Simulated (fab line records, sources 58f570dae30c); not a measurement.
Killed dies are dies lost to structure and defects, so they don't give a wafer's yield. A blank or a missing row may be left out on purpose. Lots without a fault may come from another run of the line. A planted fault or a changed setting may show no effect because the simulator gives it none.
fab line records | flow berkeley_cmos170
record lots=14 wafers=42 last_day=12
route steps=331 shown NLDD@164 SPACER@174 PSD@182
lots that met no fault: from a run of the same line without faults
start_h: hours from the record's first day to the start of the lot's first wafer shown | wait_h: hours since the lot's step before | " the same as in the row above | L1.1+2: a row that stands for several wafers | - no value, or no start given | * or withheld: withheld | < > ~ a bound
route shown NAME@n: a module of which the file shows steps, and the number in the route of the first | usual: mean/standard deviation of fault-free wafers | same: alike in all rows | chamber/n: place in a boat | sites: the reading at each site | _std_site: their standard deviation | _edge_site: outer sites' mean less inner sites' | radius_mm: how far each site lies from the wafer's centre | mask NAME#n: copy n | behind: the tool/chamber that last shaped the wafer | hold: why the lot was held/for how many hours/how that ended | device: the transistor (n, p or np) that didn't switch | end of line: the same wafers' tests at the end of the route | a step without rows: its recipe alone | killed: dies lost to structure and defects at the first sort, not the wafer's yield | map: a wafer's dies, x killed, . not, _ none there
set.NAME: the setting as run; set.NAME@STEP: as run at that earlier step | model.NAME: the simulator's own value behind a step, which no gauge read
steps of the route over a sample of lots; a table a step, a row a wafer
services: from which hour (start_h, from the record's first day; less than 0 if before it) a tool's chamber was out of use, for how many hours, and why
## steps
# step UCB170_NLDD_CD_MEAS_06
# recipe target_cd_nm=1200
# usual cd_nm=1199.9/1.6
# columns lot.wafer tool chamber start_h wait_h cd_nm
L184.1 cd_sem-01 - 139.89 - 1201.5
L184.2 " - " " 1200.7
L184.4 " - " " 1201.0
L183.3 cd_sem-02 - 140.20 - 1201.5
L183.5 " - " " 1201.6
L183.6 " - " " 1200.0
L186.1 cd_sem-02 - 153.60 - 1198.7
L186.3 " - " " 1200.5
L186.4 " - " " 1199.9
L185.1 cd_sem-02 - 154.28 - 1197.2
L185.2 " - " " 1196.9
L185.5 " - " " 1197.2
L187.2 cd_sem-02 - 163.13 - 1198.0
L187.4 " - " " 1198.8
L187.5 " - " " 1195.9
L189.1 cd_sem-02 - 178.96 - 1200.7
L189.3 " - " " 1200.4
L189.6 " - " " 1200.7
L188.1 cd_sem-02 - 179.43 - 1198.4
L188.4 " - " " 1197.8
L188.5 " - " " 1197.9
L190.1 cd_sem-01 - 184.34 - 1199.9
L190.2 " - " " 1199.5
L190.3 " - " " 1199.9
L192.2 cd_sem-01 - 196.26 - 1200.7
L192.4 " - " " 1198.6
L192.5 " - " " 1200.4
L196.1 cd_sem-02 - 210.80 - 1200.2
L196.2 " - " " 1200.1
L196.3 " - " " 1199.7
L199.1 cd_sem-02 - 224.55 - 1199.5
L199.2 " - " " 1198.5
L199.3 " - " " 1200.5
L201.3 cd_sem-01 - 238.34 - 1201.5
L201.5 " - " " 1200.1
L201.6 " - " " 1200.7
L203.1 cd_sem-01 - 242.32 - 1200.4
L203.3 " - " " 1200.6
L203.4 " - " " 1200.4
L202.2 cd_sem-01 - 247.91 - 1201.6
L202.3 " - " " 1200.2
L202.4 " - " " 1199.8
# step UCB170_NLDD_STRIP_10
# recipe chemistry=O2 power_w=400 pressure_mtorr=3500 platen_temp_c=withheld o2_flow_sccm=400 overash_fraction=0.5
# usual drypump_motor_current_A=5.8/0.43 oes_product_au=0.734/0.0046 strip_time_to_endpoint_s=21.62/0.062
# columns lot.wafer tool chamber start_h wait_h drypump_motor_current_A oes_product_au rf_hours_counter_h strip_time_to_endpoint_s
L184.1 plasma_asher-02 1 140.34 0.1 5.5 0.729 33 21.58
L184.2 " 0 " " 5.8 0.738 33 21.60
L184.4 " 0 " " 5.8 0.735 - 21.59
L183.3 plasma_asher-04 0 140.65 0.1 5.3 0.726 - 21.67
L183.5 " 0 " " 5.3 0.733 - 21.59
L183.6 " 1 " " 6.4 0.730 - 21.63
L186.1 plasma_asher-02 1 154.06 0.1 5.5 0.728 34 21.61
L186.3 " 0 " " 5.8 0.733 - 21.52
L186.4 " 1 " " 5.5 0.730 - 21.57
L185.1 plasma_asher-03 1 154.73 0.1 5.5 0.732 4 21.63
L185.2 " 0 " " 6.3 0.733 4 21.51
L185.5 " 0 " " 6.3 0.738 - 21.57
L187.2 plasma_asher-04 0 163.56 0.1 5.3 0.735 48 21.53
L187.4 " 1 " " 6.4 0.735 - 21.59
L187.5 " 1 " " 6.4 0.740 - 21.63
L189.1 plasma_asher-02 1 179.42 0.1 5.5 0.730 37 21.65
L189.3 " 1 " " 5.5 0.736 - 21.63
L189.6 " 1 " " 5.4 0.742 - 21.66
L188.1 plasma_asher-03 1 179.89 0.1 5.5 0.739 6 21.63
L188.4 " 1 " " 5.5 0.731 - 21.60
L188.5 " 1 " " 5.5 0.732 - 21.61
L190.1 plasma_asher-04 0 184.79 0.1 5.3 0.737 50 21.54
L190.2 " 1 " " 6.4 0.734 50 21.55
L190.3 " 0 " " 5.3 0.734 - 21.63
L192.2 plasma_asher-04 1 196.69 0.1 6.4 0.737 52 21.59
L192.4 " 1 " " 6.5 0.733 - 21.61
L192.5 " 1 " " 6.4 0.731 - 21.66
L196.1 plasma_asher-03 1 211.25 0.1 5.5 0.731 9 21.70
L196.2 " 0 " " 6.3 0.740 9 21.72
L196.3 " 0 " " 6.3 0.738 - 21.69
L199.1 plasma_asher-02 1 225.00 0.1 5.5 0.738 41 21.60
L199.2 " 0 " " 5.8 0.737 41 21.56
L199.3 " 0 " " 5.8 0.739 - 21.62
L201.3 plasma_asher-04 1 238.79 0.1 6.5 0.740 - 21.71
L201.5 " 0 " " 5.3 0.740 - 21.73
L201.6 " 1 " " 6.4 0.739 - 21.69
L203.1 plasma_asher-02 1 242.78 0.1 5.5 0.736 43 21.68
L203.3 " 0 " " 5.8 0.738 - 21.76
L203.4 " 1 " " 5.5 0.735 - 21.75
L202.2 plasma_asher-03 1 248.34 0.1 5.5 0.734 13 21.66
L202.3 " 1 " " 5.5 0.734 - 21.64
L202.4 " 0 " " 6.3 0.740 - 21.62
# step UCB170_SPACER_ETCHBACK_03
# recipe stop_on=Si target=SiO2 chemistry=CHF3/CF4/Ar CHF3_flow_sccm=50 cf4_flow_sccm=10 Ar_flow_sccm=120 pressure_mtorr=200 rf_w=500 target_depth_a=3760 time_s=100
# usual drypump_motor_current_A=5.6/0.5 mfc_ar_sccm=120.1/0.34 oes_product_au=0.898/0.018 run_length_s=128.3/0.38 throttle_valve_pct=6.41/0.098
# columns lot.wafer tool chamber start_h wait_h drypump_motor_current_A mfc_ar_sccm oes_product_au rf_hours_counter_h run_length_s throttle_valve_pct
L183.3 rie_diel-03 1 146.69 0.0 5.3 120.2 0.882 151 128.3 6.40
L183.5 " 0 " " 5.9 120.1 0.898 - 129.0 6.44
L183.6 " 3 " " 6.2 119.8 0.879 - 128.5 6.24
L184.1 rie_diel-02 1 146.69 0.0 5.1 120.0 0.927 22 128.6 6.38
L184.2 " 0 " " 4.7 120.1 0.882 4 128.3 6.42
L184.4 " 3 " " 6.2 119.8 0.891 51 127.6 6.39
L185.1 rie_diel-02 0 160.82 0.0 4.7 120.5 0.872 5 128.1 6.40
L185.2 " 1 " " 5.1 120.3 0.924 22 128.4 6.37
L185.5 " 1 " " 5.1 120.8 0.934 - 128.5 6.37
L186.1 rie_diel-04 2 160.82 0.0 5.8 119.8 0.898 18 128.0 6.66
L186.3 " 1 " " 6.3 120.8 0.875 2 128.1 6.44
L186.4 " 3 " " 5.5 120.1 0.894 19 128.3 6.42
L187.2 rie_diel-03 0 168.58 0.0 5.9 120.4 0.895 97 128.5 6.45
L187.4 " 3 " " 6.2 119.8 0.903 136 128.1 6.25
L187.5 " 0 " " 5.9 120.3 0.912 - 128.7 6.44
L188.1 rie_diel-02 0 185.79 0.0 4.7 120.2 0.887 6 128.6 6.38
L188.4 " 1 " " 5.1 120.1 0.939 - 129.2 6.36
L188.5 " 0 " " 4.8 119.9 0.904 - 128.3 6.41
L189.1 rie_diel-03 3 185.79 0.0 6.2 119.9 0.882 136 128.3 6.23
L189.3 " 0 " " 5.9 119.7 0.890 98 129.0 6.45
L189.6 " 2 " " 5.5 120.1 0.908 - 128.6 6.39
L190.1 rie_diel-02 1 191.90 0.0 5.1 120.2 0.921 23 128.6 6.36
L190.2 " 2 " " 5.2 120.4 0.856 0 128.1 6.33
L190.3 " 0 " " 4.7 120.4 0.987 6 103.3 6.38
L192.2 rie_diel-02 2 202.08 0.0 5.2 120.2 0.874 0 128.5 6.32
L192.4 " 3 " " 6.2 120.5 0.913 53 127.8 6.40
L192.5 " 0 " " 4.8 120.7 0.992 - 103.2 6.43
L196.1 rie_diel-03 1 216.17 0.0 5.3 119.9 0.894 1 128.2 6.44
L196.2 " 0 " " 5.9 120.0 0.892 99 129.2 6.45
L196.3 " 3 " " 6.2 120.1 0.893 138 128.5 6.25
L199.1 rie_diel-03 0 230.00 0.0 5.9 120.3 0.887 100 128.8 6.45
L199.2 " 2 " " 5.5 119.5 0.902 0 128.7 6.38
L199.3 " 3 " " 6.2 119.9 0.880 139 128.2 6.24
L201.3 rie_diel-03 0 242.91 0.0 5.9 120.4 0.900 101 129.0 6.45
L201.5 " 0 " " 5.9 119.8 0.907 - 128.5 6.45
L201.6 " 1 " " 5.3 120.0 0.917 - 128.2 6.43
L203.1 rie_diel-04 2 248.05 0.0 5.8 120.2 0.901 22 128.1 6.67
L203.3 " 1 " " 6.3 120.3 0.887 6 128.1 6.45
L203.4 " 3 " " 5.5 119.5 0.903 23 128.5 6.40
L202.2 rie_diel-03 0 254.05 0.0 5.9 120.0 0.899 102 128.6 6.46
L202.3 " 1 " " 5.3 120.5 0.924 3 128.3 6.41
L202.4 " 1 " " 5.2 120.5 0.923 - 128.2 6.43
# step UCB170_PSD_OVL_MEAS_07
# usual PSD_OVL=1/4
# columns lot.wafer tool chamber start_h wait_h PSD_OVL[nm]
L184.1 overlay-02 - 148.01 0.1 4
L184.2 " - " " -2
L184.4 " - " " 3
L183.3 overlay-01 - 148.18 0.1 -1
L183.5 " - " " -5
L183.6 " - " " 0
L185.1 overlay-02 - 161.90 0.1 -6
L185.2 " - " " -3
L185.5 " - " " -7
L186.1 overlay-02 - 162.17 0.1 3
L186.3 " - " " -1
L186.4 " - " " -2
L187.2 overlay-01 - 169.69 0.1 7
L187.4 " - " " -1
L187.5 " - " " 4
L189.1 overlay-01 - 187.39 0.1 2
L189.3 " - " " 0
L189.6 " - " " -2
L188.1 overlay-01 - 187.66 0.1 2
L188.4 " - " " 5
L188.5 " - " " 8
L190.1 overlay-01 - 193.37 0.1 1
L190.2 " - " " 14
L192.2 overlay-02 - 203.36 0.1 1
L192.4 " - " " -2
L196.1 overlay-02 - 218.11 0.1 1
L196.2 " - " " 0
L196.3 " - " " 2
L199.1 overlay-02 - 231.73 0.1 0
L199.2 " - " " 1
L199.3 " - " " 1
L201.3 overlay-01 - 244.20 0.1 -5
L201.5 " - " " 3
L201.6 " - " " -2
L203.1 overlay-02 - 250.02 0.1 1
L203.3 " - " " -6
L203.4 " - " " -2
L202.2 overlay-02 - 255.34 0.1 8
L202.3 " - " " -3
L202.4 " - " " -1
## services
# columns tool chamber start_h hours kind
plasma_asher-03 0 117.75 - clean
plasma_asher-03 1 117.75 - clean
rie_diel-04 1 136.93 12.5 repair
rie_diel-02 2 166.37 - clean
rie_diel-02 2 166.37 22.4 scheduled_down
rie_diel-02 2 166.37 22.4 vent_cycle
rie_diel-03 1 181.71 - clean
rie_diel-03 1 181.71 13.9 scheduled_down
rie_diel-03 1 181.71 13.9 vent_cycle
rie_diel-04 - 196.82 0.4 repair
rie_diel-03 2 198.80 - clean
rie_diel-03 2 198.80 21.8 scheduled_down
rie_diel-03 2 198.80 21.8 vent_cycle
plasma_asher-03 - 224.22 1.3 repair
plasma_asher-02 - 234.05 2.1 repair
rie_diel-04 - 237.42 1.3 repair
plasma_asher-03 - 237.70 1.5 repair
rie_diel-03 3 248.86 - clean
rie_diel-03 3 248.86 25.8 scheduled_down
rie_diel-03 3 248.86 25.8 vent_cycle
## key
first_sign step=UCB170_SPACER_ETCHBACK_03 reading=run_length_s direction=down sigmas=67 usual=* struck=*
effect step=UCB170_SPACER_ETCHBACK_03 reading=oes_product_au direction=up sigmas=5.1 usual=0.898 struck=0.990
met_at UCB170_SPACER_ETCHBACK_03
struck_lots L190,L192
struck_wafers L190.3,L192.5
later_rows_left_out L190.3,L192.5
sort_left_out L190.3,L192.5
tester_left_out L190,L192
not_acting_at UCB170_NLDD_CD_MEAS_06,UCB170_NLDD_STRIP_10,UCB170_PSD_OVL_MEAS_07
onset_between 185.79 191.90
fault kind=process_parameter_drift tool=rie_diel-02 chamber=0 onset_h=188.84 steps=UCB170_SPACER_ETCHBACK_03 channel=time_s offset=* shape=step end_h=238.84 acts_in=* stated=*
# tester_left_out: of these lots the tester's yield and bins aren't shown, on N5 and GAA mostly nor the transistor test; their killed dies are dies lost to structure and defects alone, not to doping, threshold or leakage, so they don't give the yield
# sort_left_out: the simulated sort isn't trusted on such a fault, so these wafers' sort isn't shown, and their yield isn't known
# later_rows_left_out: the simulator's readings of these wafers behind a module that went badly wrong aren't trusted and aren't shown, but for the sort
